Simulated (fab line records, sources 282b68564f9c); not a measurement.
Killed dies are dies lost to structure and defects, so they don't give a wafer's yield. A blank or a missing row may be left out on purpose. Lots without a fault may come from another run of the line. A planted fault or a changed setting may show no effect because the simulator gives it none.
A struck lot beside a sound one | flow rit_cmos | 28 steps out of a route of 202
Sound: wafers L801.1, L801.2, L801.6. Struck: wafers L805.1, L805.5, L805.6. The cause comes at the end.
At each step with rows: each side's tool, then ch and its chambers, then its first start. Under that, the readings that differ: sound wafers | struck wafers | difference of the means | sigmas: that difference in standard deviations of wafers without a fault.
alike: readings whose means differ by less than 2 such deviations, and words and numbers that are the same on both sides. not compared: withheld readings, readings that some wafer has no value for, bounds like >300 that may hide the same value, and numbers for which the record gives no deviation and whose values overlap.
The two part at a step that has a row with sigmas, a row that says differs or no value, or rows on one side only. Numbers that don't overlap but have no deviation are shown without sigmas and don't part them. A reading that every wafer of one side lacks parts them only if that side has two wafers or more.

RIT_ACTIVE_BOW_MEAS_00:
  sound on film_metro-02, day 4 18:00; struck on film_metro-04, day 5 14:00
  alike: INCOMING_BOW
RIT_ACTIVE_OXIDATION_01: target thk 46.8 nm, ox time 3480 s.
  sound on furnace-01 ch 0, day 4 19:13; struck on furnace-03 ch 0, day 5 16:13
  alike: ox_temp_c_max
RIT_ACTIVE_THK_MEAS_02:
  sound on film_metro-01, day 4 21:09; struck on film_metro-02, day 5 18:26
  reading               | sound          | struck         | difference | sigmas
  ACTIVE_OXIDE_THK (nm) | 48.7 48.6 47.6 | 78.0 78.5 77.7 | +29.8      | +40
then, 1 step without rows for these wafers: RIT_ACTIVE_CVD_03 (deposits Si3N4 from SiH2Cl2/NH3, target thk 150 nm, time 1500 s).
RIT_ACTIVE_THK_MEAS_04:
  sound on film_metro-01, day 4 23:20; struck on film_metro-02, day 6 00:49
  alike: ACTIVE_NITRIDE_THK
then, 6 steps without rows for these wafers: RIT_ACTIVE_HMDS_05 (prime time 60 s); RIT_ACTIVE_COAT_06 (resist thk 1000 nm); RIT_ACTIVE_SOFTBAKE_07 (time 60 s); RIT_ACTIVE_EXPOSE_08 (exposes mask M1, target cd 1400 nm); RIT_ACTIVE_PEB_09; RIT_ACTIVE_DEVELOP_10 (develop time 50 s).
RIT_ACTIVE_CD_MEAS_11: target cd 1400 nm.
  sound on cd_sem-01, day 5 00:15; struck on cd_sem-02, day 6 01:57
  alike: cd_nm
then, 1 step without rows for these wafers: RIT_ACTIVE_HARDBAKE_12 (time 60 s).
RIT_ACTIVE_ETCH_13: etches Si3N4 in SF6, stops on SiO2, time 210 s, target depth 210 nm.
  sound on rie_diel-02 ch 1,3, day 5 00:35; struck on rie_diel-01 ch 0,3, day 6 02:13
  reading                                       | sound             | struck         | difference | sigmas
  model.SiO2_of_ACTIVE_OXIDATION_01.thk_nm (nm) | 48.27 48.53 47.49 | 78.06 77 77.73 | +29.50     |
  alike: drypump_motor_current_A, oes_product_au, throttle_valve_pct
  not compared: rf_hours_counter_h
RIT_ACTIVE_STRIP_14: strips in O2, time 180 s.
  sound on plasma_asher-01 ch 0,1, day 5 00:43; struck on plasma_asher-04 ch 0,1, day 6 02:21
  alike: drypump_motor_current_A
  not compared: rf_hours_counter_h
RIT_ACTIVE_CD_MEAS_90: target cd 1400 nm.
  sound on cd_sem-02, day 5 00:53; struck on cd_sem-01, day 6 02:31
  alike: cd_nm
then, 4 steps without rows for these wafers: RIT_ACTIVE_CLEAN_15 (cleans in SC1, time 600 s); RIT_ACTIVE_CLEAN_16 (cleans in dHF, time 30 s); RIT_ACTIVE_CLEAN_17 (cleans in SC2, time 600 s); RIT_FOX1_OXIDATION_00 (target thk 350.7 nm, ox time 1130 s).
RIT_FOX1_THK_MEAS_01:
  sound on film_metro-01, day 5 02:41; struck on film_metro-03, day 6 06:05
  alike: FOX1_OXIDE_THK
then, 2 steps without rows for these wafers: RIT_FOX1_WET_ETCH_02 (etches SiO2 in BOE, target depth 350 nm, time 390 s); RIT_FOX2_OXIDATION_00 (target thk 350.7 nm, ox time 1130 s).
RIT_FOX2_THK_MEAS_01:
  sound on film_metro-03, day 5 04:11; struck on film_metro-04, day 6 09:22
  alike: FOX2_OXIDE_THK
then, 1 step without rows for these wafers: RIT_FOX2_CLEAN_02 (cleans in dHF, time 180 s).
RIT_FOX2_WET_ETCH_03: etches Si3N4 in H3PO4, target depth 195 nm, time 2700 s.
  sound on wet_bench-02 ch 1, day 5 04:17; struck on wet_bench-02 ch 1, day 6 09:32
  reading                                       | sound            | struck            | difference | sigmas
  model.SiO2_of_ACTIVE_OXIDATION_01.thk_nm (nm) | 42.98 43.26 42.3 | 69.39 68.44 69.11 | +26.13     |
RIT_FOX2_THK_MEAS_90:
  sound on film_metro-04, day 5 05:03; struck on film_metro-04, day 6 10:24
  alike: FIELD_OXIDE_LEFT_1_THK
-- the record jumps here: 2 days lie between the struck wafers' starts before and after (it left off in module FOX2 and takes up again in module M1, whose first step shown is number 202 of the route) --
RIT_M1_PROBE_99:
  sound on prober-02, day 6 20:50; struck on prober-02, day 8 10:37
  reading            | sound | struck | difference | sigmas
  killed_at_contacts | 0 0 0 | 0 1    | +0         | +2
  alike: killed_at_front_end, killed_dies, killed_open, killed_short

WHERE THEY PART
First at RIT_ACTIVE_THK_MEAS_02; last, within this record, at RIT_M1_PROBE_99.

WHY: what the simulator had put in
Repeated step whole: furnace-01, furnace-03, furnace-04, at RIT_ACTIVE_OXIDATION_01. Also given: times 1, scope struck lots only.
